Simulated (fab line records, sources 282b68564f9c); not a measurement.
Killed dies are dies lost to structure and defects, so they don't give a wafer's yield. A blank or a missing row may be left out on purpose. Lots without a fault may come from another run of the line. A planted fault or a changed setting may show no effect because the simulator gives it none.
Which tool did it? | flow rit_cmos | 6 lots, 18 wafers sampled, at 2 steps of a route of 202

WHAT THE GAUGES READ, wafer by wafer
RIT_PLDD_TW_MEAS_10.
lot  | measured    | on            | PLDD_TW
L944 | day 2 23:38 | film_metro-01 | 2294 2300 2306
L946 | day 3 11:10 | film_metro-01 | 2293 2298 2286
L948 | day 3 21:16 | film_metro-01 | 2291 2287 2290
L950 | day 4 06:44 | film_metro-01 | 2314 2302 2298
L955 | day 5 16:42 | film_metro-01 | 2114 2114 2124
L963 | day 6 23:34 | film_metro-01 | 2267 2277 2271

WHICH TOOL RAN EACH LOT (tool, then ch and the chambers of the sampled wafers, then the start)
lot  | RIT_PLDD_IMPLANT_08
L944 | implanter-03 ch 0, day 2 23:19
L946 | implanter-03 ch 0, day 3 10:52
L948 | implanter-01 ch 0, day 3 20:58
L950 | implanter-04 ch 0, day 4 06:25
L955 | implanter-04 ch 0, day 5 16:23
L963 | implanter-01 ch 0, day 6 23:16
- RIT_PLDD_IMPLANT_08

THE ANSWER, worked out from the rows above alone
Rule: what is usual is taken from the lots themselves. Put in order of their means at a reading, lots are off if they are a third of the lots or fewer, leave a main group of 4 or more, and stand apart from it by a gap of 3 or more times the standard deviation of the main group's means; of several such gaps the widest counts. A main group whose means are all the same, to the digits that the tables above print for the reading, isn't used. A lot without any number at a reading at which 4 lots or more have one is off too. The other lots that the step has rows for count as sound.
Off: L955, at RIT_PLDD_TW_MEAS_10 (PLDD_TW). The main group: mean 2292, standard deviation 11.
A tool fits if, at a process step before that reading, it ran every lot that is off, and no sound lot after the first of them. The gauges at RIT_PLDD_TW_MEAS_10 are tried like those tools. One fits: implanter-04 at RIT_PLDD_IMPLANT_08. Its last sound lot is L950 (day 4 06:25), its first lot that is off L955 (day 5 16:23): a fault that began between those two fits.

WHAT THE SIMULATOR HAD PUT IN
Process parameter drift: implanter-04, from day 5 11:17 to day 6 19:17, at RIT_PLDD_IMPLANT_08. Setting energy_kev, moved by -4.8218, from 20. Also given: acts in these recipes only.
Lots struck among those shown: L955. The rule above found the same.
